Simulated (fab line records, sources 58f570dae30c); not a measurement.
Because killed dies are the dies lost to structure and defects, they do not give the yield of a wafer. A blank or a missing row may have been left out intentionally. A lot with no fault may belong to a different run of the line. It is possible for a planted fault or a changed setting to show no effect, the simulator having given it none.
Matching of chambers :: flow berkeley-cmos170 :: rie-diel-02 running UCB170_ACTIVE_ETCH_15: 4 sister chambers
The step etches Si3N4 in CH3F/Ar/O2, stops on SiO2, target depth 242 nm, time 151 s. 8 wafers are shown with their chamber, then 11 later ones without.

## EACH WAFER AND ITS CHAMBER
wafer: L079.6
chamber: 1
throttle-valve-pct (%): 8.06
oes-product-au (a.u.): 0.950

wafer: L081.4
chamber: 3
throttle-valve-pct (%): 8.20
oes-product-au (a.u.): 0.974

wafer: L082.2
chamber: 3
throttle-valve-pct (%): 8.19
oes-product-au (a.u.): 0.974

wafer: L084.5
chamber: 2
throttle-valve-pct (%): 7.85
oes-product-au (a.u.): 0.970

wafer: L086.1
chamber: 2
throttle-valve-pct (%): 7.85
oes-product-au (a.u.): 0.970

wafer: L086.2
chamber: 0
throttle-valve-pct (%): 7.84
oes-product-au (a.u.): 0.983

wafer: L086.6
chamber: 0
throttle-valve-pct (%): 7.83
oes-product-au (a.u.): 0.981

wafer: L087.2
chamber: 1
throttle-valve-pct (%): 8.05
oes-product-au (a.u.): 0.949

## WAFERS WITH NO CHAMBER GIVEN
wafer: L087.3
throttle-valve-pct (%): 7.86
oes-product-au (a.u.): 0.976

wafer: L087.4
throttle-valve-pct (%): 8.17
oes-product-au (a.u.): 0.972

wafer: L089.2
throttle-valve-pct (%): 8.18
oes-product-au (a.u.): 0.974

wafer: L089.3
throttle-valve-pct (%): 7.85
oes-product-au (a.u.): 0.959

wafer: L089.5
throttle-valve-pct (%): 7.84
oes-product-au (a.u.): 0.971

wafer: L093.1
throttle-valve-pct (%): 8.06
oes-product-au (a.u.): 0.942

wafer: L093.3
throttle-valve-pct (%): 7.81
oes-product-au (a.u.): 0.970

wafer: L093.4
throttle-valve-pct (%): 8.04
oes-product-au (a.u.): 0.947

wafer: L096.3
throttle-valve-pct (%): 8.06
oes-product-au (a.u.): 0.960

wafer: L096.5
throttle-valve-pct (%): 8.19
oes-product-au (a.u.): 0.985

wafer: L096.6
throttle-valve-pct (%): 7.87
oes-product-au (a.u.): 0.974

## THE CHAMBER EACH PASSED THROUGH
wafer: L087.3
from the rows above: can't be placed: 2 or 0
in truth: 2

wafer: L087.4
from the rows above: 3
in truth: 3

wafer: L089.2
from the rows above: 3
in truth: 3

wafer: L089.3
from the rows above: 2
in truth: 2

wafer: L089.5
from the rows above: 2
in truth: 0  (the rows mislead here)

wafer: L093.1
from the rows above: 1
in truth: 1

wafer: L093.3
from the rows above: 2
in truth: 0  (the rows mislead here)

wafer: L093.4
from the rows above: 1
in truth: 1

wafer: L096.3
from the rows above: 1
in truth: 1

wafer: L096.5
from the rows above: 3
in truth: 3

wafer: L096.6
from the rows above: 2
in truth: 2
Correctly placed: 8 of 11. Can't be placed from these rows: 1 (the true chamber is among the candidates in 1). Placed wrongly: 2.
How it was worked out, from the rows above alone: a wafer's distance from a chamber is the root of the sum, over the readings, of the square of ((its reading less the chamber's mean) divided by the reading's scatter). The wafer belongs to the nearest chamber; if the next one is less than 2 further off, it can't be placed. Each chamber's mean is taken over the wafers shown for it. The scatter: take each reading less its chamber's mean, square it, sum over the shown wafers, divide by the number of wafers less the number of chambers, and take the root.
